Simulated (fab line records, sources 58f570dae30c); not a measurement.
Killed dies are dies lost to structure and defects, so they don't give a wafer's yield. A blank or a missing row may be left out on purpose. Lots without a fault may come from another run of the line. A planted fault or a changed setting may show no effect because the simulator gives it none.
A struck lot beside a sound one | flow berkeley_cmos170 | 14 steps out of a route of 331
Sound: wafers L373.2, L373.4, L373.6. Struck: wafers L388.1, L388.2, L388.4. The cause comes at the end.
At each step with rows: each side's tool, then ch and its chambers, then its first start. Under that, the readings that differ: sound wafers | struck wafers | difference of the means | sigmas: that difference in standard deviations of wafers without a fault.
alike: readings whose means differ by less than 2 such deviations, and words and numbers that are the same on both sides. not compared: withheld readings, readings that some wafer has no value for, bounds like >300 that may hide the same value, and numbers for which the record gives no deviation and whose values overlap.
The two part at a step that has a row with sigmas, a row that says differs or no value, or rows on one side only. Numbers that don't overlap but have no deviation are shown without sigmas and don't part them. A reading that every wafer of one side lacks parts them only if that side has two wafers or more.

UCB170_ACTIVE_OVL_MEAS_14:
  sound on overlay-01, day 5 23:49; struck on overlay-01, day 9 01:13
  alike: ACTIVE_OVL
UCB170_ACTIVE_ETCH_15: etches Si3N4 in CH3F/Ar/O2, stops on SiO2, target depth 242 nm, time 151 s.
  sound on rie_diel-01 ch 1,3, day 5 23:50; struck on rie_diel-01 ch 0,2,3, day 9 01:15
  alike: chamber_pressure_mTorr, drypump_motor_current_A, mfc_ar_sccm, oes_product_au, throttle_valve_pct
  not compared: rf_hours_counter_h
UCB170_ACTIVE_STRIP_16: strips in O2.
  sound on plasma_asher-04 ch 0,1, day 5 23:56; struck on plasma_asher-01 ch 0,1, day 9 01:21
  alike: chamber_pressure_mTorr, drypump_motor_current_A, o2_flow_sccm, oes_product_au, strip_time_to_endpoint_s
  not compared: rf_hours_counter_h
UCB170_ACTIVE_CD_MEAS_90: target cd 1200 nm.
  sound on cd_sem-02, day 6 00:04; struck on cd_sem-01, day 9 01:27
  alike: cd_nm
then, 7 steps without rows for these wafers: UCB170_ACTIVE_CLEAN_17 (cleans in SPM, time 600 s); UCB170_PFIELD_HMDS_00 (prime time 60 s); UCB170_PFIELD_COAT_01 (resist thk 900 nm); UCB170_PFIELD_SOFTBAKE_02 (time 60 s); UCB170_PFIELD_EXPOSE_03 (exposes mask PFIELD, target cd 1500 nm); UCB170_PFIELD_PEB_04; UCB170_PFIELD_DEVELOP_05 (develop time 45 s).
UCB170_PFIELD_OVL_MEAS_06:
  sound on overlay-02, day 6 01:11; struck on overlay-01, day 9 02:37
  alike: PFIELD_OVL
UCB170_PFIELD_IMPLANT_07:
  sound on implanter-04 ch 0, day 6 01:14; struck on implanter-04 ch 0, day 9 02:40
  reading       | sound                            | struck                           | difference  | sigmas
  dose_ions_cm2 | 2.0026e+13 1.9996e+13 2.0001e+13 | 2.0384e+13 2.0367e+13 2.0397e+13 | +3.7500e+11 | +16
UCB170_PFIELD_STRIP_08: strips in O2.
  sound on plasma_asher-03 ch 1, day 6 01:22; struck on plasma_asher-04 ch 0,1, day 9 02:49
  alike: chamber_pressure_mTorr, drypump_motor_current_A, o2_flow_sccm, oes_product_au, strip_time_to_endpoint_s
  not compared: rf_hours_counter_h

WHERE THEY PART
Only at UCB170_PFIELD_IMPLANT_07, within this record. Later steps at which nothing parts them and some readings are alike: UCB170_PFIELD_STRIP_08.

WHY: what the simulator had put in
Process parameter drift: implanter-04, from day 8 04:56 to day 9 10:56, at UCB170_PFIELD_IMPLANT_07. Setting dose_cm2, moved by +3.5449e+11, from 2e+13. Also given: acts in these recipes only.
